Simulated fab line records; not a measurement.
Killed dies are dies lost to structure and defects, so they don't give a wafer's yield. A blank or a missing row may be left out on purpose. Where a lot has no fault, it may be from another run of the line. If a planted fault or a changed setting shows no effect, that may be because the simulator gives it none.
fab line records / flow berkeley-cmos170
record lots=14 wafers=42 last-day=11
route steps=331 shown M1@250
lots that met no fault: from a run of the same line without faults
start-h: start of the lot's first displayed wafer, in hours after the record's first day / wait-h: hours elapsed since this lot's preceding step / " identical to the entry in the row above / L1.1+2: one row covering several wafers at once / - either no value or no given start / * or withheld: withheld / < > ~ a bound
route shown NAME@n: a module of which the file shows steps, and the number in the route of the first / usual: average and standard deviation across the fault-free wafers / same: alike in all rows / chamber/n: place in a boat / sites: readings site by site / _std_site: the values' standard deviation / _edge_site: outer sites' mean less inner sites' / radius-mm: how far each site lies from the wafer's centre / mask NAME#n: copy n / behind: tool/chamber where the wafer was last shaped / hold: what put the lot on hold/how long, in hours/how the hold closed / device: the n, p or np transistor that did not switch / end of line: tests run on the same wafers once the route is complete / step lacking rows: just its recipe / killed: not the wafer's yield, but the dies lost to structure and defects at the first sort / map: dies across one wafer; x = killed, . = not, _ = none there
set.NAME: the setting as run; set.NAME@STEP: as run at that earlier step / model.NAME: the simulator's own value behind a step, which no gauge read
steps of the route over a sample of lots; a table a step, a row a wafer
services: the hour from which a tool's chamber was out of use, counted from the record's first day as start-h (under 0 if before that day), plus the number of hours and why
## steps
# step UCB170_M1_METAL_ETCH_12
# recipe chemistry=Cl2/BCl3 target=Al stop-on=PSG pressure-mtorr=12 target-depth-a=7800 over-etch-frac=0.3 time-s=130 icp-w=600 bias-w=120 Cl2_flow_sccm=90 bcl3-flow-sccm=45
# usual bcl3-flow-sccm=45.04/0.14 drypump-motor-current-A=6.1/0.61 he-backside-leak-sccm=3.32/0.28 oes-product-au=0.855/0.012 over-etch-frac=0.3/0 throttle-valve-pct=24.4/0.37
lot.wafer=L680.1 tool=rie-metal-01 chamber=1 start-h=159.54 wait-h=- bcl3-flow-sccm=44.74 drypump-motor-current-A=5.8 he-backside-leak-sccm=3.29 oes-product-au=0.848 over-etch-frac=0.3 rf-hours-counter-h=12 throttle-valve-pct=24.9
lot.wafer=L680.3 tool=rie-metal-01 chamber=0 start-h=159.54 wait-h=- bcl3-flow-sccm=44.94 drypump-motor-current-A=6.1 he-backside-leak-sccm=3.50 oes-product-au=0.851 over-etch-frac=0.3 rf-hours-counter-h=- throttle-valve-pct=24.2
lot.wafer=L680.4 tool=rie-metal-01 chamber=1 start-h=159.54 wait-h=- bcl3-flow-sccm=44.93 drypump-motor-current-A=5.8 he-backside-leak-sccm=3.28 oes-product-au=0.844 over-etch-frac=0.3 rf-hours-counter-h=- throttle-valve-pct=24.9
lot.wafer=L682.1 tool=rie-metal-03 chamber=1 start-h=162.31 wait-h=- bcl3-flow-sccm=45.05 drypump-motor-current-A=6.3 he-backside-leak-sccm=3.18 oes-product-au=0.868 over-etch-frac=0.3 rf-hours-counter-h=7 throttle-valve-pct=24.8
lot.wafer=L682.3 tool=rie-metal-03 chamber=1 start-h=162.31 wait-h=- bcl3-flow-sccm=45.15 drypump-motor-current-A=6.3 he-backside-leak-sccm=3.24 oes-product-au=0.868 over-etch-frac=0.3 rf-hours-counter-h=- throttle-valve-pct=24.8
lot.wafer=L682.5 tool=rie-metal-03 chamber=1 start-h=162.31 wait-h=- bcl3-flow-sccm=45.35 drypump-motor-current-A=6.3 he-backside-leak-sccm=3.32 oes-product-au=0.871 over-etch-frac=0.3 rf-hours-counter-h=- throttle-valve-pct=24.8
lot.wafer=L681.1 tool=rie-metal-04 chamber=0 start-h=162.65 wait-h=- bcl3-flow-sccm=45.11 drypump-motor-current-A=5.0 he-backside-leak-sccm=5.61 oes-product-au=0.845 over-etch-frac=0.3 rf-hours-counter-h=10 throttle-valve-pct=24.4
lot.wafer=L681.3 tool=rie-metal-04 chamber=0 start-h=162.65 wait-h=- bcl3-flow-sccm=45.09 drypump-motor-current-A=5.0 he-backside-leak-sccm=2.99 oes-product-au=0.836 over-etch-frac=0.3 rf-hours-counter-h=- throttle-valve-pct=24.4
lot.wafer=L681.4 tool=rie-metal-04 chamber=1 start-h=162.65 wait-h=- bcl3-flow-sccm=44.75 drypump-motor-current-A=6.8 he-backside-leak-sccm=3.22 oes-product-au=0.855 over-etch-frac=0.3 rf-hours-counter-h=- throttle-valve-pct=23.8
lot.wafer=L683.2 tool=rie-metal-03 chamber=0 start-h=168.50 wait-h=- bcl3-flow-sccm=45.12 drypump-motor-current-A=6.4 he-backside-leak-sccm=3.26 oes-product-au=0.865 over-etch-frac=0.3 rf-hours-counter-h=2 throttle-valve-pct=24.5
lot.wafer=L683.4 tool=rie-metal-03 chamber=0 start-h=168.50 wait-h=- bcl3-flow-sccm=45.12 drypump-motor-current-A=6.4 he-backside-leak-sccm=3.28 oes-product-au=0.860 over-etch-frac=0.3 rf-hours-counter-h=- throttle-valve-pct=24.5
lot.wafer=L683.5 tool=rie-metal-03 chamber=1 start-h=168.50 wait-h=- bcl3-flow-sccm=44.83 drypump-motor-current-A=6.3 he-backside-leak-sccm=3.42 oes-product-au=0.864 over-etch-frac=0.3 rf-hours-counter-h=- throttle-valve-pct=24.8
lot.wafer=L685.1 tool=rie-metal-04 chamber=0 start-h=184.86 wait-h=- bcl3-flow-sccm=44.91 drypump-motor-current-A=5.0 he-backside-leak-sccm=3.18 oes-product-au=0.835 over-etch-frac=0.3 rf-hours-counter-h=10 throttle-valve-pct=24.3
lot.wafer=L685.5 tool=rie-metal-04 chamber=0 start-h=184.86 wait-h=- bcl3-flow-sccm=45.01 drypump-motor-current-A=5.0 he-backside-leak-sccm=3.19 oes-product-au=0.834 over-etch-frac=0.3 rf-hours-counter-h=- throttle-valve-pct=24.4
lot.wafer=L685.6 tool=rie-metal-04 chamber=1 start-h=184.86 wait-h=- bcl3-flow-sccm=44.97 drypump-motor-current-A=6.8 he-backside-leak-sccm=3.13 oes-product-au=0.859 over-etch-frac=0.3 rf-hours-counter-h=- throttle-valve-pct=23.8
lot.wafer=L686.3 tool=rie-metal-03 chamber=0 start-h=187.17 wait-h=- bcl3-flow-sccm=45.17 drypump-motor-current-A=6.5 he-backside-leak-sccm=3.32 oes-product-au=0.850 over-etch-frac=0.3 rf-hours-counter-h=- throttle-valve-pct=24.5
lot.wafer=L686.4 tool=rie-metal-03 chamber=1 start-h=187.17 wait-h=- bcl3-flow-sccm=45.10 drypump-motor-current-A=6.3 he-backside-leak-sccm=3.31 oes-product-au=0.856 over-etch-frac=0.3 rf-hours-counter-h=- throttle-valve-pct=24.8
lot.wafer=L686.5 tool=rie-metal-03 chamber=0 start-h=187.17 wait-h=- bcl3-flow-sccm=45.09 drypump-motor-current-A=6.5 he-backside-leak-sccm=3.23 oes-product-au=0.855 over-etch-frac=0.3 rf-hours-counter-h=- throttle-valve-pct=24.5
lot.wafer=L684.1 tool=rie-metal-01 chamber=1 start-h=188.13 wait-h=- bcl3-flow-sccm=45.00 drypump-motor-current-A=5.9 he-backside-leak-sccm=3.29 oes-product-au=0.856 over-etch-frac=0.3 rf-hours-counter-h=13 throttle-valve-pct=24.9
lot.wafer=L684.3 tool=rie-metal-01 chamber=0 start-h=188.13 wait-h=- bcl3-flow-sccm=45.16 drypump-motor-current-A=6.1 he-backside-leak-sccm=3.45 oes-product-au=0.854 over-etch-frac=0.3 rf-hours-counter-h=- throttle-valve-pct=24.2
lot.wafer=L684.6 tool=rie-metal-01 chamber=0 start-h=188.13 wait-h=- bcl3-flow-sccm=45.13 drypump-motor-current-A=6.1 he-backside-leak-sccm=3.73 oes-product-au=0.852 over-etch-frac=0.3 rf-hours-counter-h=- throttle-valve-pct=24.2
lot.wafer=L687.2 tool=rie-metal-04 chamber=1 start-h=188.65 wait-h=- bcl3-flow-sccm=45.07 drypump-motor-current-A=6.8 he-backside-leak-sccm=3.37 oes-product-au=0.877 over-etch-frac=0.3 rf-hours-counter-h=9 throttle-valve-pct=23.8
lot.wafer=L687.4 tool=rie-metal-04 chamber=0 start-h=188.65 wait-h=- bcl3-flow-sccm=45.17 drypump-motor-current-A=5.0 he-backside-leak-sccm=2.93 oes-product-au=0.849 over-etch-frac=0.3 rf-hours-counter-h=- throttle-valve-pct=24.4
lot.wafer=L687.5 tool=rie-metal-04 chamber=1 start-h=188.65 wait-h=- bcl3-flow-sccm=45.08 drypump-motor-current-A=6.8 he-backside-leak-sccm=3.33 oes-product-au=0.866 over-etch-frac=0.3 rf-hours-counter-h=- throttle-valve-pct=23.8
lot.wafer=L688.2 tool=rie-metal-03 chamber=1 start-h=194.12 wait-h=- bcl3-flow-sccm=45.19 drypump-motor-current-A=6.3 he-backside-leak-sccm=3.40 oes-product-au=0.862 over-etch-frac=0.3 rf-hours-counter-h=8 throttle-valve-pct=24.8
lot.wafer=L688.3 tool=rie-metal-03 chamber=1 start-h=194.12 wait-h=- bcl3-flow-sccm=44.91 drypump-motor-current-A=6.2 he-backside-leak-sccm=3.30 oes-product-au=0.869 over-etch-frac=0.3 rf-hours-counter-h=- throttle-valve-pct=24.8
lot.wafer=L688.5 tool=rie-metal-03 chamber=1 start-h=194.12 wait-h=- bcl3-flow-sccm=44.92 drypump-motor-current-A=6.3 he-backside-leak-sccm=3.42 oes-product-au=0.881 over-etch-frac=0.3 rf-hours-counter-h=- throttle-valve-pct=24.8
lot.wafer=L695.1 tool=rie-metal-04 chamber=1 start-h=222.78 wait-h=- bcl3-flow-sccm=45.10 drypump-motor-current-A=6.8 he-backside-leak-sccm=3.34 oes-product-au=0.735 over-etch-frac=0.75 rf-hours-counter-h=10 throttle-valve-pct=23.8
lot.wafer=L695.4 tool=rie-metal-04 chamber=1 start-h=222.78 wait-h=- bcl3-flow-sccm=45.21 drypump-motor-current-A=6.8 he-backside-leak-sccm=3.51 oes-product-au=0.735 over-etch-frac=0.75 rf-hours-counter-h=- throttle-valve-pct=23.9
lot.wafer=L695.5 tool=rie-metal-04 chamber=1 start-h=222.78 wait-h=- bcl3-flow-sccm=44.82 drypump-motor-current-A=6.8 he-backside-leak-sccm=3.60 oes-product-au=0.743 over-etch-frac=0.75 rf-hours-counter-h=- throttle-valve-pct=23.9
lot.wafer=L698.2 tool=rie-metal-03 chamber=0 start-h=234.33 wait-h=- bcl3-flow-sccm=44.86 drypump-motor-current-A=6.5 he-backside-leak-sccm=3.33 oes-product-au=0.858 over-etch-frac=0.3 rf-hours-counter-h=4 throttle-valve-pct=24.5
lot.wafer=L698.3 tool=rie-metal-03 chamber=1 start-h=234.33 wait-h=- bcl3-flow-sccm=44.87 drypump-motor-current-A=6.3 he-backside-leak-sccm=3.39 oes-product-au=0.873 over-etch-frac=0.3 rf-hours-counter-h=- throttle-valve-pct=24.8
lot.wafer=L698.6 tool=rie-metal-03 chamber=0 start-h=234.33 wait-h=- bcl3-flow-sccm=44.89 drypump-motor-current-A=6.5 he-backside-leak-sccm=3.37 oes-product-au=0.859 over-etch-frac=0.3 rf-hours-counter-h=- throttle-valve-pct=24.5
lot.wafer=L697.2 tool=rie-metal-04 chamber=1 start-h=234.42 wait-h=- bcl3-flow-sccm=45.05 drypump-motor-current-A=6.8 he-backside-leak-sccm=3.39 oes-product-au=0.737 over-etch-frac=0.75 rf-hours-counter-h=10 throttle-valve-pct=23.9
lot.wafer=L697.5 tool=rie-metal-04 chamber=1 start-h=234.42 wait-h=- bcl3-flow-sccm=44.95 drypump-motor-current-A=6.8 he-backside-leak-sccm=3.15 oes-product-au=0.738 over-etch-frac=0.75 rf-hours-counter-h=- throttle-valve-pct=23.9
lot.wafer=L697.6 tool=rie-metal-04 chamber=0 start-h=234.42 wait-h=- bcl3-flow-sccm=44.97 drypump-motor-current-A=5.0 he-backside-leak-sccm=2.99 oes-product-au=0.835 over-etch-frac=0.3 rf-hours-counter-h=- throttle-valve-pct=24.4
lot.wafer=L696.1 tool=rie-metal-01 chamber=0 start-h=234.54 wait-h=- bcl3-flow-sccm=44.95 drypump-motor-current-A=6.1 he-backside-leak-sccm=3.59 oes-product-au=0.848 over-etch-frac=0.3 rf-hours-counter-h=7 throttle-valve-pct=24.2
lot.wafer=L696.3 tool=rie-metal-01 chamber=0 start-h=234.54 wait-h=- bcl3-flow-sccm=45.03 drypump-motor-current-A=6.1 he-backside-leak-sccm=3.54 oes-product-au=0.850 over-etch-frac=0.3 rf-hours-counter-h=- throttle-valve-pct=24.2
lot.wafer=L696.6 tool=rie-metal-01 chamber=0 start-h=234.54 wait-h=- bcl3-flow-sccm=45.22 drypump-motor-current-A=6.1 he-backside-leak-sccm=3.37 oes-product-au=0.851 over-etch-frac=0.3 rf-hours-counter-h=- throttle-valve-pct=24.2
lot.wafer=L702.1 tool=rie-metal-03 chamber=0 start-h=258.87 wait-h=- bcl3-flow-sccm=45.01 drypump-motor-current-A=6.4 he-backside-leak-sccm=3.38 oes-product-au=0.869 over-etch-frac=0.3 rf-hours-counter-h=5 throttle-valve-pct=24.5
lot.wafer=L702.3 tool=rie-metal-03 chamber=1 start-h=258.87 wait-h=- bcl3-flow-sccm=45.14 drypump-motor-current-A=6.3 he-backside-leak-sccm=3.22 oes-product-au=0.872 over-etch-frac=0.3 rf-hours-counter-h=- throttle-valve-pct=24.8
lot.wafer=L702.5 tool=rie-metal-03 chamber=1 start-h=258.87 wait-h=- bcl3-flow-sccm=45.05 drypump-motor-current-A=6.3 he-backside-leak-sccm=3.08 oes-product-au=0.876 over-etch-frac=0.3 rf-hours-counter-h=- throttle-valve-pct=24.8
# step UCB170_M1_STRIP_13
# recipe chemistry=O2 power-w=400 pressure-mtorr=3500 platen-temp-c=withheld o2-flow-sccm=400 overash-fraction=0.5
# usual drypump-motor-current-A=5.7/0.36 o2-flow-sccm=400.1/1.2 oes-product-au=0.720/0.0046
lot.wafer=L680.1 tool=plasma-asher-03 chamber=1 start-h=159.67 wait-h=0.1 drypump-motor-current-A=6.0 o2-flow-sccm=399.8 oes-product-au=0.723 rf-hours-counter-h=4
lot.wafer=L680.3 tool=plasma-asher-03 chamber=0 start-h=159.67 wait-h=0.1 drypump-motor-current-A=6.1 o2-flow-sccm=398.4 oes-product-au=0.725 rf-hours-counter-h=-
lot.wafer=L680.4 tool=plasma-asher-03 chamber=1 start-h=159.67 wait-h=0.1 drypump-motor-current-A=6.0 o2-flow-sccm=400.7 oes-product-au=0.718 rf-hours-counter-h=-
lot.wafer=L682.1 tool=plasma-asher-01 chamber=1 start-h=162.44 wait-h=0.1 drypump-motor-current-A=5.6 o2-flow-sccm=402.0 oes-product-au=0.725 rf-hours-counter-h=50
lot.wafer=L682.3 tool=plasma-asher-01 chamber=0 start-h=162.44 wait-h=0.1 drypump-motor-current-A=5.4 o2-flow-sccm=401.4 oes-product-au=0.724 rf-hours-counter-h=-
lot.wafer=L682.5 tool=plasma-asher-01 chamber=0 start-h=162.44 wait-h=0.1 drypump-motor-current-A=5.4 o2-flow-sccm=399.7 oes-product-au=0.723 rf-hours-counter-h=-
lot.wafer=L681.1 tool=plasma-asher-02 chamber=0 start-h=162.78 wait-h=0.1 drypump-motor-current-A=5.0 o2-flow-sccm=398.7 oes-product-au=0.718 rf-hours-counter-h=41
lot.wafer=L681.3 tool=plasma-asher-02 chamber=1 start-h=162.78 wait-h=0.1 drypump-motor-current-A=5.8 o2-flow-sccm=398.9 oes-product-au=0.721 rf-hours-counter-h=-
lot.wafer=L681.4 tool=plasma-asher-02 chamber=0 start-h=162.78 wait-h=0.1 drypump-motor-current-A=5.0 o2-flow-sccm=398.2 oes-product-au=0.723 rf-hours-counter-h=-
lot.wafer=L683.2 tool=plasma-asher-03 chamber=1 start-h=168.63 wait-h=0.1 drypump-motor-current-A=6.0 o2-flow-sccm=399.2 oes-product-au=0.723 rf-hours-counter-h=5
lot.wafer=L683.4 tool=plasma-asher-03 chamber=1 start-h=168.63 wait-h=0.1 drypump-motor-current-A=6.0 o2-flow-sccm=400.5 oes-product-au=0.719 rf-hours-counter-h=-
lot.wafer=L683.5 tool=plasma-asher-03 chamber=1 start-h=168.63 wait-h=0.1 drypump-motor-current-A=6.0 o2-flow-sccm=397.6 oes-product-au=0.719 rf-hours-counter-h=-
lot.wafer=L685.1 tool=plasma-asher-01 chamber=1 start-h=184.99 wait-h=0.1 drypump-motor-current-A=5.7 o2-flow-sccm=399.5 oes-product-au=0.719 rf-hours-counter-h=53
lot.wafer=L685.5 tool=plasma-asher-01 chamber=0 start-h=184.99 wait-h=0.1 drypump-motor-current-A=5.4 o2-flow-sccm=401.9 oes-product-au=0.720 rf-hours-counter-h=-
lot.wafer=L685.6 tool=plasma-asher-01 chamber=1 start-h=184.99 wait-h=0.1 drypump-motor-current-A=5.6 o2-flow-sccm=398.9 oes-product-au=0.724 rf-hours-counter-h=-
lot.wafer=L686.3 tool=plasma-asher-02 chamber=1 start-h=187.29 wait-h=0.1 drypump-motor-current-A=5.8 o2-flow-sccm=399.7 oes-product-au=0.718 rf-hours-counter-h=-
lot.wafer=L686.4 tool=plasma-asher-02 chamber=0 start-h=187.29 wait-h=0.1 drypump-motor-current-A=5.0 o2-flow-sccm=398.3 oes-product-au=0.719 rf-hours-counter-h=-
lot.wafer=L686.5 tool=plasma-asher-02 chamber=1 start-h=187.29 wait-h=0.1 drypump-motor-current-A=5.8 o2-flow-sccm=399.3 oes-product-au=0.725 rf-hours-counter-h=-
lot.wafer=L684.1 tool=plasma-asher-02 chamber=1 start-h=188.26 wait-h=0.1 drypump-motor-current-A=5.8 o2-flow-sccm=395.9 oes-product-au=0.722 rf-hours-counter-h=44
lot.wafer=L684.3 tool=plasma-asher-02 chamber=0 start-h=188.26 wait-h=0.1 drypump-motor-current-A=5.0 o2-flow-sccm=401.7 oes-product-au=0.727 rf-hours-counter-h=-
lot.wafer=L684.6 tool=plasma-asher-02 chamber=1 start-h=188.26 wait-h=0.1 drypump-motor-current-A=5.8 o2-flow-sccm=398.4 oes-product-au=0.715 rf-hours-counter-h=-
lot.wafer=L687.2 tool=plasma-asher-03 chamber=0 start-h=188.78 wait-h=0.1 drypump-motor-current-A=6.1 o2-flow-sccm=398.7 oes-product-au=0.713 rf-hours-counter-h=7
lot.wafer=L687.4 tool=plasma-asher-03 chamber=1 start-h=188.78 wait-h=0.1 drypump-motor-current-A=6.0 o2-flow-sccm=400.4 oes-product-au=0.728 rf-hours-counter-h=-
lot.wafer=L687.5 tool=plasma-asher-03 chamber=1 start-h=188.78 wait-h=0.1 drypump-motor-current-A=6.0 o2-flow-sccm=401.1 oes-product-au=0.722 rf-hours-counter-h=-
lot.wafer=L688.2 tool=plasma-asher-02 chamber=1 start-h=194.25 wait-h=0.1 drypump-motor-current-A=5.9 o2-flow-sccm=401.0 oes-product-au=0.722 rf-hours-counter-h=45
lot.wafer=L688.3 tool=plasma-asher-02 chamber=1 start-h=194.25 wait-h=0.1 drypump-motor-current-A=5.9 o2-flow-sccm=400.2 oes-product-au=0.720 rf-hours-counter-h=-
lot.wafer=L688.5 tool=plasma-asher-02 chamber=1 start-h=194.25 wait-h=0.1 drypump-motor-current-A=5.8 o2-flow-sccm=400.3 oes-product-au=0.715 rf-hours-counter-h=-
lot.wafer=L695.1 tool=plasma-asher-01 chamber=0 start-h=222.92 wait-h=0.1 drypump-motor-current-A=5.4 o2-flow-sccm=402.1 oes-product-au=0.633 rf-hours-counter-h=57
lot.wafer=L695.4 tool=plasma-asher-01 chamber=0 start-h=222.92 wait-h=0.1 drypump-motor-current-A=5.4 o2-flow-sccm=400.3 oes-product-au=0.631 rf-hours-counter-h=-
lot.wafer=L695.5 tool=plasma-asher-01 chamber=0 start-h=222.92 wait-h=0.1 drypump-motor-current-A=5.4 o2-flow-sccm=400.8 oes-product-au=0.630 rf-hours-counter-h=-
lot.wafer=L698.2 tool=plasma-asher-01 chamber=1 start-h=234.46 wait-h=0.1 drypump-motor-current-A=5.6 o2-flow-sccm=400.7 oes-product-au=0.717 rf-hours-counter-h=59
lot.wafer=L698.3 tool=plasma-asher-01 chamber=0 start-h=234.46 wait-h=0.1 drypump-motor-current-A=5.4 o2-flow-sccm=400.0 oes-product-au=0.712 rf-hours-counter-h=-
lot.wafer=L698.6 tool=plasma-asher-01 chamber=1 start-h=234.46 wait-h=0.1 drypump-motor-current-A=5.7 o2-flow-sccm=400.0 oes-product-au=0.727 rf-hours-counter-h=-
lot.wafer=L697.2 tool=plasma-asher-02 chamber=1 start-h=234.55 wait-h=0.1 drypump-motor-current-A=5.8 o2-flow-sccm=399.3 oes-product-au=0.614 rf-hours-counter-h=50
lot.wafer=L697.5 tool=plasma-asher-02 chamber=0 start-h=234.55 wait-h=0.1 drypump-motor-current-A=5.0 o2-flow-sccm=399.5 oes-product-au=0.614 rf-hours-counter-h=-
lot.wafer=L697.6 tool=plasma-asher-02 chamber=1 start-h=234.55 wait-h=0.1 drypump-motor-current-A=5.8 o2-flow-sccm=401.1 oes-product-au=0.722 rf-hours-counter-h=-
lot.wafer=L696.1 tool=plasma-asher-03 chamber=0 start-h=234.67 wait-h=0.1 drypump-motor-current-A=6.1 o2-flow-sccm=400.3 oes-product-au=0.712 rf-hours-counter-h=13
lot.wafer=L696.3 tool=plasma-asher-03 chamber=1 start-h=234.67 wait-h=0.1 drypump-motor-current-A=6.1 o2-flow-sccm=400.2 oes-product-au=0.720 rf-hours-counter-h=-
lot.wafer=L696.6 tool=plasma-asher-03 chamber=1 start-h=234.67 wait-h=0.1 drypump-motor-current-A=6.1 o2-flow-sccm=400.3 oes-product-au=0.723 rf-hours-counter-h=-
lot.wafer=L702.1 tool=plasma-asher-01 chamber=1 start-h=259.00 wait-h=0.1 drypump-motor-current-A=5.7 o2-flow-sccm=403.0 oes-product-au=0.723 rf-hours-counter-h=62
lot.wafer=L702.3 tool=plasma-asher-01 chamber=0 start-h=259.00 wait-h=0.1 drypump-motor-current-A=5.4 o2-flow-sccm=397.8 oes-product-au=0.710 rf-hours-counter-h=-
lot.wafer=L702.5 tool=plasma-asher-01 chamber=0 start-h=259.00 wait-h=0.1 drypump-motor-current-A=5.4 o2-flow-sccm=400.3 oes-product-au=0.716 rf-hours-counter-h=-
# step UCB170_M1_CD_MEAS_90
# recipe target-cd-nm=700
# usual cd-nm=701/3.1
lot.wafer=L680.1 tool=cd-sem-01 chamber=- start-h=159.77 wait-h=0.1 cd-nm=701
lot.wafer=L680.3 tool=cd-sem-01 chamber=- start-h=159.77 wait-h=0.1 cd-nm=709
lot.wafer=L680.4 tool=cd-sem-01 chamber=- start-h=159.77 wait-h=0.1 cd-nm=699
lot.wafer=L682.1 tool=cd-sem-02 chamber=- start-h=162.57 wait-h=0.1 cd-nm=699
lot.wafer=L682.3 tool=cd-sem-02 chamber=- start-h=162.57 wait-h=0.1 cd-nm=703
lot.wafer=L682.5 tool=cd-sem-02 chamber=- start-h=162.57 wait-h=0.1 cd-nm=702
lot.wafer=L681.1 tool=cd-sem-01 chamber=- start-h=162.88 wait-h=0.1 cd-nm=701
lot.wafer=L681.3 tool=cd-sem-01 chamber=- start-h=162.88 wait-h=0.1 cd-nm=704
lot.wafer=L681.4 tool=cd-sem-01 chamber=- start-h=162.88 wait-h=0.1 cd-nm=701
lot.wafer=L683.2 tool=cd-sem-01 chamber=- start-h=168.75 wait-h=0.1 cd-nm=702
lot.wafer=L683.4 tool=cd-sem-01 chamber=- start-h=168.75 wait-h=0.1 cd-nm=702
lot.wafer=L683.5 tool=cd-sem-01 chamber=- start-h=168.75 wait-h=0.1 cd-nm=700
lot.wafer=L685.1 tool=cd-sem-02 chamber=- start-h=185.19 wait-h=0.2 cd-nm=702
lot.wafer=L685.5 tool=cd-sem-02 chamber=- start-h=185.19 wait-h=0.2 cd-nm=703
lot.wafer=L685.6 tool=cd-sem-02 chamber=- start-h=185.19 wait-h=0.2 cd-nm=696
lot.wafer=L686.3 tool=cd-sem-01 chamber=- start-h=187.40 wait-h=0.1 cd-nm=705
lot.wafer=L686.4 tool=cd-sem-01 chamber=- start-h=187.40 wait-h=0.1 cd-nm=703
lot.wafer=L686.5 tool=cd-sem-01 chamber=- start-h=187.40 wait-h=0.1 cd-nm=704
lot.wafer=L684.1 tool=cd-sem-02 chamber=- start-h=188.36 wait-h=0.1 cd-nm=699
lot.wafer=L684.3 tool=cd-sem-02 chamber=- start-h=188.36 wait-h=0.1 cd-nm=703
lot.wafer=L684.6 tool=cd-sem-02 chamber=- start-h=188.36 wait-h=0.1 cd-nm=702
lot.wafer=L687.2 tool=cd-sem-01 chamber=- start-h=188.90 wait-h=0.1 cd-nm=701
lot.wafer=L687.4 tool=cd-sem-01 chamber=- start-h=188.90 wait-h=0.1 cd-nm=698
lot.wafer=L687.5 tool=cd-sem-01 chamber=- start-h=188.90 wait-h=0.1 cd-nm=696
lot.wafer=L688.2 tool=cd-sem-01 chamber=- start-h=194.37 wait-h=0.1 cd-nm=701
lot.wafer=L688.3 tool=cd-sem-01 chamber=- start-h=194.37 wait-h=0.1 cd-nm=705
lot.wafer=L688.5 tool=cd-sem-01 chamber=- start-h=194.37 wait-h=0.1 cd-nm=704
lot.wafer=L695.1 tool=cd-sem-02 chamber=- start-h=223.02 wait-h=0.1 cd-nm=687
lot.wafer=L695.4 tool=cd-sem-02 chamber=- start-h=223.02 wait-h=0.1 cd-nm=684
lot.wafer=L695.5 tool=cd-sem-02 chamber=- start-h=223.02 wait-h=0.1 cd-nm=684
lot.wafer=L698.2 tool=cd-sem-02 chamber=- start-h=234.58 wait-h=0.1 cd-nm=701
lot.wafer=L698.3 tool=cd-sem-02 chamber=- start-h=234.58 wait-h=0.1 cd-nm=700
lot.wafer=L698.6 tool=cd-sem-02 chamber=- start-h=234.58 wait-h=0.1 cd-nm=700
lot.wafer=L697.2 tool=cd-sem-01 chamber=- start-h=234.67 wait-h=0.1 cd-nm=689
lot.wafer=L697.5 tool=cd-sem-01 chamber=- start-h=234.67 wait-h=0.1 cd-nm=688
lot.wafer=L697.6 tool=cd-sem-01 chamber=- start-h=234.67 wait-h=0.1 cd-nm=701
lot.wafer=L696.1 tool=cd-sem-01 chamber=- start-h=234.77 wait-h=0.1 cd-nm=710
lot.wafer=L696.3 tool=cd-sem-01 chamber=- start-h=234.77 wait-h=0.1 cd-nm=710
lot.wafer=L696.6 tool=cd-sem-01 chamber=- start-h=234.77 wait-h=0.1 cd-nm=711
lot.wafer=L702.1 tool=cd-sem-02 chamber=- start-h=259.10 wait-h=0.1 cd-nm=703
lot.wafer=L702.3 tool=cd-sem-02 chamber=- start-h=259.10 wait-h=0.1 cd-nm=700
lot.wafer=L702.5 tool=cd-sem-02 chamber=- start-h=259.10 wait-h=0.1 cd-nm=700
## services
tool=plasma-asher-03 chamber=- start-h=145.40 hours=1.4 kind=repair
tool=plasma-asher-01 chamber=- start-h=187.48 hours=1.1 kind=repair
tool=plasma-asher-02 chamber=- start-h=244.14 hours=1.2 kind=repair
tool=plasma-asher-02 chamber=- start-h=248.72 hours=3.5 kind=repair
## key
first-sign step=UCB170_M1_METAL_ETCH_12 reading=over-etch-frac direction=up sigmas=99+ usual=0.3 struck=0.75
effect step=UCB170_M1_METAL_ETCH_12 reading=oes-product-au direction=down sigmas=9.5 usual=0.855 struck=0.738
effect step=UCB170_M1_STRIP_13 reading=oes-product-au direction=down sigmas=21 usual=0.720 struck=0.625
effect step=UCB170_M1_CD_MEAS_90 reading=cd-nm direction=down sigmas=4.8 usual=701 struck=686
met-at UCB170_M1_METAL_ETCH_12
struck-lots L695,L697
struck-wafers L695.1,L695.4,L695.5,L697.2,L697.5
onset-between 188.65 222.78
fault kind=process-parameter-drift tool=rie-metal-04 chamber=1 onset-h=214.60 steps=UCB170_M1_METAL_ETCH_12 channel=over-etch-frac offset=0.45 shape=step end-h=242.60 acts-in=these-recipes-only stated=0.3
